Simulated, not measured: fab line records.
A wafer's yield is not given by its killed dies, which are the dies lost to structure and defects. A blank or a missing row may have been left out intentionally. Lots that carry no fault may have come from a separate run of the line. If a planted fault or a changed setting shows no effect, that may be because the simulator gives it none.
fab line records	flow ritCmos
[record] lots = 14	wafers = 42	lastDay = 8
route steps=202 shown PLDD@122 M1@202
lots that met no fault: taken from a fault-free run of the same line
startH: start of the lot's first displayed wafer, in hours after the record's first day	waitH: time in hours since the lot's previous step	" the same as in the row above	L1.1+2: several wafers, shown together as one row	- either no value or no given start	* or withheld: withheld	< > ~ a bound
route shown NAME@n: NAME is a module with steps in the file, n the number in the route of the first one	usual: mean/standard deviation taken from wafers without a fault	same: alike in all rows	chamber/n: place in a boat	sites: the reading at each site	_std_site: standard deviation of those values	_edge_site: inner sites' mean taken away from outer sites' mean	radiusMm: how far each site lies from the wafer's centre	mask NAME#n: copy n	behind: tool/chamber where the wafer was last shaped	hold: reason for holding the lot/hours on hold/outcome of the hold	device: which transistor (n, p or np) failed to switch	end of line: tests of these same wafers at the route's end	a step given without rows: its recipe and nothing more	killed: the dies lost at the first sort to structure and to defects; this is not the yield of the wafer	map: shows each die of a wafer: x if killed, . if not, _ if none is there
set.NAME: the setting the step ran with; set.NAME@STEP: the setting that earlier step ran with	model.NAME: the simulator's own value behind a step, which no gauge read
one table for each step of the route and one row for each wafer, over a sample of lots
services: the hour from which a tool's chamber was out of use, counted from the record's first day as startH (under 0 if before that day), plus the number of hours and why
[[steps]]
[step RIT_PLDD_IMPLANT_08]
[recipe] species = BF2	energyKev = 20	doseCm2 = 9e+14	tiltDeg = 7
[usual] doseIonsCm2 = 8.999e+14/1.1e+12	faradayCurrentUA = 2823/61
lot.wafer	tool	chamber	startH	waitH	doseIonsCm2	faradayCurrentUA
L667.3	implanter-04	0	45.93	0.1	8.996e+14	2885
L667.4	"	0	"	"	8.99e+14	2774
L667.5	"	0	"	"	8.977e+14	2785
L668.4	implanter-04	0	50.10	0.1	9.008e+14	2853
L668.5	"	0	"	"	9.014e+14	2809
L668.6	"	0	"	"	9.009e+14	2885
L669.1	implanter-03	0	57.50	0.1	9.004e+14	2923
L669.5	"	0	"	"	9.007e+14	2765
L669.6	"	0	"	"	9.005e+14	2761
L671.2	implanter-01	0	69.14	0.1	9.005e+14	2737
L671.3	"	0	"	"	8.999e+14	2907
L671.4	"	0	"	"	9.016e+14	2830
L674.1	implanter-03	0	83.36	0.1	5.214e+14	1676
L674.2	"	0	"	"	5.221e+14	1636
L674.6	"	0	"	"	5.216e+14	1666
L677.2	implanter-03	0	97.64	0.1	5.215e+14	1700
L677.5	"	0	"	"	5.198e+14	1672
L677.6	"	0	"	"	5.203e+14	1690
L682.2	implanter-01	0	119.10	0.1	8.994e+14	2806
L682.4	"	0	"	"	9.002e+14	2880
L682.5	"	0	"	"	9.005e+14	2884
L683.1	implanter-01	0	125.75	0.1	9.004e+14	2756
L683.2	"	0	"	"	8.99e+14	2903
L683.4	"	0	"	"	8.999e+14	2696
L684.1	implanter-04	0	129.52	0.1	9e+14	2856
L684.5	"	0	"	"	8.994e+14	2708
L684.6	"	0	"	"	9.001e+14	2808
L685.1	implanter-04	0	140.66	0.1	8.994e+14	2824
L685.2	"	0	"	"	9.012e+14	2818
L685.4	"	0	"	"	9.003e+14	2817
L686.1	implanter-01	0	146.08	0.1	9.013e+14	2827
L686.5	"	0	"	"	9.016e+14	2727
L686.6	"	0	"	"	9.002e+14	2854
L688.1	implanter-04	0	153.94	0.1	8.995e+14	2735
L688.3	"	0	"	"	8.977e+14	2764
L688.4	"	0	"	"	8.973e+14	2735
L689.1	implanter-03	0	159.86	0.1	8.996e+14	2828
L689.3	"	0	"	"	8.996e+14	2802
L689.5	"	0	"	"	9.001e+14	2837
L690.1	implanter-04	0	168.14	0.1	9.005e+14	2813
L690.3	"	0	"	"	8.996e+14	2899
L690.4	"	0	"	"	8.988e+14	2837
[step RIT_PLDD_TW_MEAS_10]
[usual] PLDD_TW = 2350/20
lot.wafer	tool	chamber	startH	waitH	hold	PLDD_TW
L667.3	filmMetro-01	-	46.22	0.1	-	2337
L667.4	"	-	"	"	-	2339
L667.5	"	-	"	"	-	2348
L668.4	filmMetro-04	-	50.38	0.1	-	2319
L668.5	"	-	"	"	-	2326
L668.6	"	-	"	"	-	2319
L669.1	filmMetro-02	-	57.82	0.1	-	2368
L669.5	"	-	"	"	-	2361
L669.6	"	-	"	"	-	2368
L671.2	filmMetro-04	-	69.45	0.1	-	2316
L671.3	"	-	"	"	-	2325
L671.4	"	-	"	"	-	2326
L674.1	filmMetro-01	-	83.68	0.1	awaitDispo/0.2h/release	2019
L674.2	"	-	"	"	awaitDispo/0.2h/release	2031
L674.6	"	-	"	"	awaitDispo/0.2h/release	2019
L674.1	filmMetro-01	-	83.91	0.2	-	2021
L674.2	"	-	"	"	-	2034
L674.6	"	-	"	"	-	2020
L677.2	filmMetro-02	-	97.95	0.1	awaitDispo/0.2h/release	2057
L677.5	"	-	"	"	awaitDispo/0.2h/release	2052
L677.6	"	-	"	"	awaitDispo/0.2h/release	2054
L677.2	filmMetro-02	-	98.18	0.2	-	2059
L677.5	"	-	"	"	-	2051
L677.6	"	-	"	"	-	2048
L682.2	filmMetro-04	-	119.41	0.1	-	2341
L682.4	"	-	"	"	-	2338
L682.5	"	-	"	"	-	2335
L683.1	filmMetro-04	-	126.07	0.1	-	2339
L683.2	"	-	"	"	-	2332
L683.4	"	-	"	"	-	2345
L684.1	filmMetro-04	-	129.85	0.1	-	2338
L684.5	"	-	"	"	-	2340
L684.6	"	-	"	"	-	2353
L685.1	filmMetro-04	-	140.98	0.1	-	2346
L685.2	"	-	"	"	-	2342
L685.4	"	-	"	"	-	2334
L686.1	filmMetro-02	-	146.41	0.1	-	2371
L686.5	"	-	"	"	-	2346
L686.6	"	-	"	"	-	2366
L688.1	filmMetro-01	-	154.26	0.1	-	2344
L688.3	"	-	"	"	-	2318
L688.4	"	-	"	"	-	2329
L689.1	filmMetro-04	-	160.19	0.1	-	2322
L689.3	"	-	"	"	-	2322
L689.5	"	-	"	"	-	2320
L690.1	filmMetro-02	-	168.46	0.1	-	2361
L690.3	"	-	"	"	-	2389
L690.4	"	-	"	"	-	2387
[step RIT_SDANNEAL_RS_MEAS_06]
[recipe] thkMeasGauge = four-point-probe
[usual] PLDD_RS = 178.8/0.48
lot.wafer	tool	chamber	startH	waitH	hold	PLDD_RS[ohm/sq]
L667.3	filmMetro-01	-	52.39	0.1	-	179.3
L667.4	"	-	"	"	-	179.4
L667.5	"	-	"	"	-	179.2
L668.4	filmMetro-04	-	56.62	0.1	-	178.6
L668.5	"	-	"	"	-	179.1
L668.6	"	-	"	"	-	178.9
L669.1	filmMetro-04	-	63.90	0.1	-	179.4
L669.5	"	-	"	"	-	178.7
L669.6	"	-	"	"	-	179.4
L671.2	filmMetro-04	-	75.64	0.1	-	179.5
L671.3	"	-	"	"	-	179.5
L671.4	"	-	"	"	-	178.9
L674.1	filmMetro-04	-	94.95	0.2	awaitDispo/0.2h/release	245.7
L674.2	"	-	"	"	awaitDispo/0.2h/release	245.3
L674.6	"	-	"	"	awaitDispo/0.2h/release	246.3
L674.1	filmMetro-04	-	95.24	0.3	-	245.5
L674.2	"	-	"	"	-	245.8
L674.6	"	-	"	"	-	245.8
L677.2	filmMetro-04	-	107.25	0.1	awaitDispo/0.2h/release	245.9
L677.5	"	-	"	"	awaitDispo/0.2h/release	245.3
L677.6	"	-	"	"	awaitDispo/0.2h/release	245.7
L677.2	filmMetro-04	-	107.61	0.3	-	246.1
L677.5	"	-	"	"	-	245.2
L677.6	"	-	"	"	-	246.1
L682.2	filmMetro-02	-	125.76	0.1	-	178.5
L682.4	"	-	"	"	-	178.1
L682.5	"	-	"	"	-	178.3
L683.1	filmMetro-04	-	132.28	0.1	-	178.7
L683.2	"	-	"	"	-	178.8
L683.4	"	-	"	"	-	178.8
L684.1	filmMetro-04	-	136.03	0.1	-	178.7
L684.5	"	-	"	"	-	178.3
L684.6	"	-	"	"	-	178.9
L685.1	filmMetro-01	-	148.14	0.1	-	179.8
L685.2	"	-	"	"	-	179.8
L685.4	"	-	"	"	-	179.3
L686.1	filmMetro-02	-	152.76	0.1	-	177.6
L686.5	"	-	"	"	-	177.7
L686.6	"	-	"	"	-	177.7
L688.1	filmMetro-02	-	160.72	0.1	-	178.3
L688.3	"	-	"	"	-	179.1
L688.4	"	-	"	"	-	178.9
L689.1	filmMetro-02	-	166.28	0.1	-	178.6
L689.3	"	-	"	"	-	179.1
L689.5	"	-	"	"	-	179.1
L690.1	filmMetro-04	-	174.68	0.1	-	179.0
L690.3	"	-	"	"	-	178.7
L690.4	"	-	"	"	-	178.5
[step RIT_M1_PROBE_99]
[usual] defectLimitedYield = 97.3/1.3	killedAtContacts = 0.1/0.3	killedAtFrontEnd = 7/3.4	killedDies = 7/3.4	killedOpen = 3.6/2.1	killedShort = 3.5/2.1	sort_bin_3_pad_short = 0.1/0.27	sort_bin_5_function = 1.5/0.75	sort_bin_6_memory = 1.0/0.75	sortNPass = 257/3.4	sortYieldPct = 97.3/1.3
[same] grossDies = 264	killed_at_M0_to_M3 = 0	killed_at_M4_up = 0	killedAtBackSide = 0	killedAtOther = 0
lot.wafer	tool	chamber	startH	waitH	defectLimitedYield[%]	killedAtContacts	killedAtFrontEnd	killedDies	killedOpen	killedShort	sort_bin_3_pad_short[%]	sort_bin_5_function[%]	sort_bin_6_memory[%]	sortNPass	sortYieldPct[%]
L684.1	prober-02	-	143.39	0.1	97.7	0	6	6	5	1	0	1.5	0.8	258	97.7
L684.5	prober-02	-	143.59	0.2	99.2	0	2	2	0	2	0	0.8	0	262	99.2
L684.6	prober-02	-	143.64	0.2	98.1	0	5	5	2	3	0	1.5	0.4	259	98.1
L686.1	prober-02	-	160.08	0.1	97.7	0	6	6	2	4	0	1.1	1.1	258	97.7
L686.5	prober-02	-	160.28	0.2	96.6	1	8	9	4	5	0	1.9	1.5	255	96.6
L686.6	prober-02	-	160.33	0.2	95.5	0	12	12	7	5	0.8	2.7	1.1	252	95.5
// killed by level:class
L684.1 GATE:geometricParticle:open=4 GATE:geometricParticle:short=1 REOX:geometricParticle:open=1
L684.5 FOX1:geometricParticle:short=1 GATE:geometricParticle:short=1
L684.6 GATE:geometricParticle:open=2 FOX1:geometricParticle:short=1 GATE:geometricParticle:short=1 SPACER:geometricParticle:short=1
L686.1 FOX2:geometricParticle:short=3 GATE:geometricParticle:short=1 GATE:geometricParticle:open=1 REOX:geometricParticle:open=1
L686.5 GATE:geometricParticle:open=2 SILICIDE:geometricParticle:short=2 GATE:geometricParticle:short=1 REOX:geometricParticle:short=1 REOX:geometricParticle:open=1 SILICIDE:geometricParticle:open=1 CONTACT:geometricParticle:short=1
L686.6 FOX2:geometricParticle:open=2 GATE:geometricParticle:short=2 GATE:geometricParticle:open=2 SILICIDE:geometricParticle:short=2 SILICIDE:geometricParticle:open=2 FOX1:geometricParticle:short=1 SPACER:geometricParticle:open=1
[[services]]
tool	chamber	startH	hours	kind
implanter-03	-	22.46	2.4	repair
implanter-03	-	23.57	2.7	repair
implanter-04	-	67.03	1.3	repair
implanter-03	-	68.15	4.5	pm
implanter-04	-	70.10	26.7	repair
implanter-04	-	78.60	1.4	repair
implanter-04	-	80.04	4.7	repair
implanter-03	-	105.88	2.0	repair
[[key]]
[firstSign] step = RIT_PLDD_IMPLANT_08	reading = doseIonsCm2	direction = down	sigmas = 99+	usual = 8.999e+14	struck = 5.211e+14
[effect] step = RIT_PLDD_IMPLANT_08	reading = faradayCurrentUA	direction = down	sigmas = 19	usual = 2823	struck = 1673
[effect] step = RIT_PLDD_TW_MEAS_10	reading = visit	direction = added
[effect] step = RIT_PLDD_TW_MEAS_10	reading = PLDD_TW	direction = down	sigmas = 16	usual = 2350	struck = 2038
[effect] step = RIT_SDANNEAL_RS_MEAS_06	reading = PLDD_RS	direction = up	sigmas = 99+	usual = 178.8	struck = 245.7
metAt RIT_PLDD_IMPLANT_08
struckLots L674,L677
scrappedBehind RIT_SDANNEAL_RS_MEAS_06 L674.1,L674.2,L674.6,L677.2,L677.5,L677.6
onsetBetween 57.50 83.36
[fault] kind = processParameterDrift	tool = implanter-03	chamber = -	onsetH = 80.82	steps = RIT_PLDD_IMPLANT_08	channel = doseCm2	offset = -3.7955e+14	shape = step	endH = 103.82	actsIn = theseRecipesOnly	stated = 9e+14
